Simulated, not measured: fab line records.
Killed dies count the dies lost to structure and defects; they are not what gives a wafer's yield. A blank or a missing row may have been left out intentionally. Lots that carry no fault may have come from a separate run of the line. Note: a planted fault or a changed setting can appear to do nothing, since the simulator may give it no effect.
fab line records | flow rit-cmos
[record] lots = 14 wafers = 42 last-day = 7
route steps=202 shown FOX1@20 NRETRO@62
lots untouched by any fault: they come from a run of this same line in which no faults occurred
start-h: hours from the record's first day to the start of the lot's first wafer shown | wait-h: hours since the lot's step before | " same as the row above | L1.1+2: several wafers, shown together as one row | - value missing, or start not given | * or withheld: withheld | < > ~ a bound
route shown NAME@n: NAME is a module with steps in the file, n the number in the route of the first one | usual: the fault-free wafers' mean and standard deviation | same: alike in all rows | chamber/n: place in a boat | sites: readings site by site | _std_site: their standard deviation | _edge_site: the outer-site mean with the inner-site mean subtracted | radius-mm: how far each site lies from the wafer's centre | mask NAME#n: copy n | behind: the last tool/chamber to shape the wafer | hold: why the lot was held/for how many hours/how that ended | device: the n, p or np transistor that did not switch | end of line: the route-end tests of the same wafers | a step given without rows: its recipe and nothing more | killed: count of dies lost to structure and defects at first sort (not the wafer's yield) | map: shows each die of a wafer: x if killed, . if not, _ if none is there
set.NAME: the run value of the setting; set.NAME@STEP: its run value at that earlier step | model.NAME: the simulator's own value behind a step, which no gauge read
steps of the route over a sample of lots; a table a step, a row a wafer
services: the hour from which a tool's chamber was out of use, counted from the record's first day as start-h (under 0 if before that day), plus the number of hours and why
[[steps]]
[step RIT_FOX1_OXIDATION_00]
[recipe] temp-c = 1100 ambient = H2O target-thk-a = 3507 p-h2o-torr = 720 ox-time-s = 1130
[usual] spike-tc-centre-C = 1102.3/1.1 spike-tc-load-C = 1124.4/1.8 spike-tc-source-C = 1123/3.3 tube-center-temp-C = 1100/0.11 tube_center_temp_C_max = 1102.9/0.51 zone-power-source-pct = 42.5/1.5
// columns lot.wafer tool chamber start-h wait-h spike-tc-centre-C spike-tc-load-C spike-tc-source-C tube-center-temp-C tube_center_temp_C_max zone-power-source-pct
L138.4 furnace-03 0 16.87 0.6 1102.1 1122.9 1127 1099.9 1102.9 41.0
L138.5 " 0 " " 1100.6 1122.4 1127 1100.1 1102.3 41.3
L138.6 " 0 " " 1102.3 1122.5 1125 1100.1 1104.1 41.9
L139.1 furnace-02 0 22.87 0.8 1101.6 1125.5 1120 1100 1103.8 43.1
L139.2 " 0 " " 1103.7 1125.6 1118 1100 1102.5 44.2
L139.5 " 0 " " 1101.6 1125.4 1121 1100 1102.4 43.7
L140.4 furnace-02 0 25.67 0.1 1101.9 1124.0 1120 1099.9 1102.9 43.8
L140.5 " 0 " " 1102.1 1124.8 1119 1100 1102.7 43.6
L140.6 " 0 " " 1103.0 1125.5 1119 1100.1 1102.5 43.9
L141.1 furnace-03 0 33.46 0.0 1101.7 1125.6 1126 1099.9 1102.5 41.8
L141.4 " 0 " " 1104.1 1123.8 1125 1100.2 1103.2 41.0
L141.5 " 0 " " 1102.6 1123.6 1126 1099.9 1102.1 41.3
L143.2 furnace-02 0 41.74 0.0 1103.8 1126.1 1120 1099.9 1102.2 43.4
L143.4 " 0 " " 1102.7 1127.3 1120 1100 1102.2 44.1
L143.6 " 0 " " 1103.8 1124.7 1121 1099.9 1102.5 43.5
L144.3 furnace-02 0 47.12 0.4 1102.4 1126.6 1118 1100 1103.1 43.9
L144.5 " 0 " " 1103.2 1125.1 1119 1100 1103.4 43.2
L144.6 " 0 " " 1102.8 1126.5 1119 1099.9 1103.2 44.6
L145.2 furnace-03 0 52.05 0.7 1100.7 1122.9 1126 1100.2 1103.0 41.4
L145.4 " 0 " " 1101.3 1121.6 1125 1099.7 1102.3 40.9
L145.6 " 0 " " 1100.5 1122.8 1126 1100.2 1103.4 41.0
L146.1 furnace-03 0 57.65 0.0 1102.1 1122.1 1125 1100.1 1103.1 40.8
L146.4 " 0 " " 1101.3 1124.4 1126 1099.9 1102.1 41.3
L146.5 " 0 " " 1099.4 1124.1 1126 1100.1 1102.1 41.0
L147.3 furnace-03 0 60.81 0.0 1137.4 1157.5 1160 1135.1 1137.4 45.2
L147.5 " 0 " " 1136.7 1158.2 1160 1135 1139.2 44.0
L147.6 " 0 " " 1138.2 1157.9 1162 1135 1138.1 45.4
L151.2 furnace-03 0 81.90 0.0 1136.4 1158.3 1161 1135 1139.1 44.5
L151.3 " 0 " " 1138.6 1158.0 1163 1135 1137.4 45.0
L151.4 " 0 " " 1135.6 1160.2 1162 1134.9 1138.3 43.8
L152.1 furnace-02 0 86.34 0.0 1103.3 1126.3 1119 1099.9 1102.9 43.5
L152.5 " 0 " " 1104.1 1123.8 1119 1099.9 1102.7 44.5
L152.6 " 0 " " 1104.0 1125.6 1119 1100.1 1103.2 43.6
L155.1 furnace-01 0 102.42 1.2 1103.5 1123.7 1126 1099.9 1103.1 41.1
L155.3 " 0 " " 1103.1 1125.3 1127 1099.9 1103.2 40.4
L155.4 " 0 " " 1102.6 1122.2 1126 1100 1102.8 40.8
L157.2 furnace-02 0 110.92 0.4 1101.7 1126.9 1119 1099.8 1103.0 43.9
L157.5 " 0 " " 1103.3 1125.4 1118 1100.1 1103.1 43.9
L157.6 " 0 " " 1103.3 1125.5 1120 1099.9 1102.6 44.3
L160.1 furnace-02 0 126.78 0.9 1101.6 1124.8 1119 1100 1102.3 44.7
L160.4 " 0 " " 1100.9 1126.0 1118 1100.2 1102.7 44.2
L160.5 " 0 " " 1103.7 1126.7 1120 1100 1103.7 44.2
[step RIT_FOX1_THK_MEAS_01]
[recipe] reads = SiO2_of_FOX1_OXIDATION_00
[usual] FOX1_OXIDE_THK = 354/7
// columns lot.wafer tool chamber start-h wait-h FOX1_OXIDE_THK[nm]
L138.4 film-metro-02 - 18.21 0.0 351
L138.5 " - " " 352
L138.6 " - " " 351
L139.1 film-metro-02 - 24.18 0.0 356
L139.2 " - " " 354
L139.5 " - " " 361
L140.4 film-metro-03 - 27.01 0.0 360
L140.5 " - " " 357
L140.6 " - " " 356
L141.1 film-metro-03 - 34.77 0.0 351
L141.4 " - " " 356
L141.5 " - " " 358
L143.2 film-metro-03 - 43.06 0.0 368
L143.4 " - " " 363
L143.6 " - " " 372
L144.3 film-metro-02 - 48.46 0.0 359
L144.5 " - " " 358
L144.6 " - " " 368
L145.2 film-metro-03 - 53.38 0.0 349
L145.4 " - " " 344
L145.6 " - " " 344
L146.1 film-metro-01 - 58.97 0.0 357
L146.4 " - " " 354
L146.5 " - " " 351
L147.3 film-metro-03 - 62.14 0.0 413
L147.5 " - " " 407
L147.6 " - " " 408
L151.2 film-metro-02 - 83.23 0.0 404
L151.3 " - " " 408
L151.4 " - " " 413
L152.1 film-metro-03 - 87.65 0.0 356
L152.5 " - " " 359
L152.6 " - " " 355
L155.1 film-metro-03 - 103.73 0.0 354
L155.3 " - " " 351
L155.4 " - " " 357
L157.2 film-metro-01 - 112.24 0.0 346
L157.5 " - " " 343
L157.6 " - " " 350
L160.1 film-metro-03 - 128.09 0.0 359
L160.4 " - " " 359
L160.5 " - " " 362
[step RIT_NRETRO_STRIP_09]
[recipe] chemistry = O2 time-s = 180 resist = NOVOLAK platen-temp-c = withheld power-w = 500 pressure-mtorr = 4000 o2-flow-sccm = 4000
[usual] drypump-motor-current-A = 5.6/0.64
[same] time-s = 180
// columns lot.wafer tool chamber start-h wait-h drypump-motor-current-A rf-hours-counter-h
L138.4 plasma-asher-02 1 30.65 0.1 5.7 -
L138.5 " 0 " " 5.8 -
L138.6 " 1 " " 5.7 -
L139.1 plasma-asher-03 0 36.35 0.1 6.4 39
L139.2 " 1 " " 6.7 39
L139.5 " 1 " " 6.7 -
L140.4 plasma-asher-04 1 40.96 0.1 4.9 -
L140.5 " 1 " " 4.9 -
L140.6 " 0 " " 5.4 -
L141.1 plasma-asher-04 0 47.23 0.1 5.4 41
L141.4 " 1 " " 4.9 -
L141.5 " 0 " " 5.4 -
L143.2 plasma-asher-02 1 55.38 0.1 5.7 41
L143.4 " 0 " " 5.8 -
L143.6 " 0 " " 5.8 -
L144.3 plasma-asher-04 1 60.96 0.1 4.9 -
L144.5 " 0 " " 5.4 -
L144.6 " 1 " " 4.9 -
L145.2 plasma-asher-03 1 66.15 0.1 6.7 42
L145.4 " 0 " " 6.4 -
L145.6 " 1 " " 6.7 -
L146.1 plasma-asher-03 0 71.61 0.1 6.4 43
L146.4 " 1 " " 6.7 -
L146.5 " 1 " " 6.7 -
L147.3 plasma-asher-04 0 74.81 0.1 5.4 -
L147.5 " 1 " " 4.8 -
L147.6 " 0 " " 5.4 -
L151.2 plasma-asher-02 1 96.25 0.1 5.7 45
L151.3 " 1 " " 5.7 -
L151.4 " 0 " " 5.8 -
L152.1 plasma-asher-04 0 100.07 0.1 5.4 47
L152.5 " 0 " " 5.4 -
L152.6 " 1 " " 4.8 -
L155.1 plasma-asher-04 1 116.73 0.1 4.9 50
L155.3 " 0 " " 5.4 -
L155.4 " 1 " " 4.9 -
L157.2 plasma-asher-04 1 124.51 0.1 4.9 51
L157.5 " 1 " " 4.9 -
L157.6 " 0 " " 5.4 -
L160.1 plasma-asher-04 0 142.06 0.1 5.4 53
L160.4 " 1 " " 4.9 -
L160.5 " 0 " " 5.4 -
[[services]]
// columns tool chamber start-h hours kind
furnace-03 - 24.37 3.8 pm
plasma-asher-02 - 27.74 2.8 pm
plasma-asher-04 - 31.89 3.0 repair
plasma-asher-04 - 68.29 2.8 pm
plasma-asher-02 - 91.14 0.5 repair
plasma-asher-03 - 93.48 28.1 pm
furnace-02 - 94.69 3.1 pm
furnace-02 - 97.78 4.6 pm
plasma-asher-02 - 104.86 3.3 repair
plasma-asher-02 - 105.39 0.4 repair
plasma-asher-02 - 108.81 9.0 pm
plasma-asher-02 0 108.81 9.0 vent-cycle
plasma-asher-02 1 108.81 9.0 vent-cycle
plasma-asher-02 0 117.81 - clean
plasma-asher-02 1 117.81 - clean
[[key]]
[first-sign] step = RIT_FOX1_OXIDATION_00 reading = tube-center-temp-C direction = up sigmas = 99+ usual = * struck = *
[effect] step = RIT_FOX1_OXIDATION_00 reading = tube_center_temp_C_max direction = up sigmas = 69 usual = * struck = *
[effect] step = RIT_FOX1_THK_MEAS_01 reading = FOX1_OXIDE_THK direction = up sigmas = 7.9 usual = 354 struck = 409
met-at RIT_FOX1_OXIDATION_00
struck-lots L147,L151
rows-end L151.2,L151.3,L151.4
tester-left-out L147
not-acting-at RIT_NRETRO_STRIP_09
onset-between 57.65 60.81
[fault] kind = process-parameter-drift tool = furnace-03 chamber = - onset-h = 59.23 steps = RIT_FOX1_OXIDATION_00 channel = temp-c offset = * shape = step end-h = 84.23 acts-in = * stated = *
// tester-left-out: of these lots the tester's yield and bins aren't shown, on N5 and GAA mostly nor the transistor test; their killed dies are dies lost to structure and defects alone, not to doping, threshold or leakage, so they don't give the yield
// rows-end: these wafers met a further fault down the route, and their rows from its step on are left out
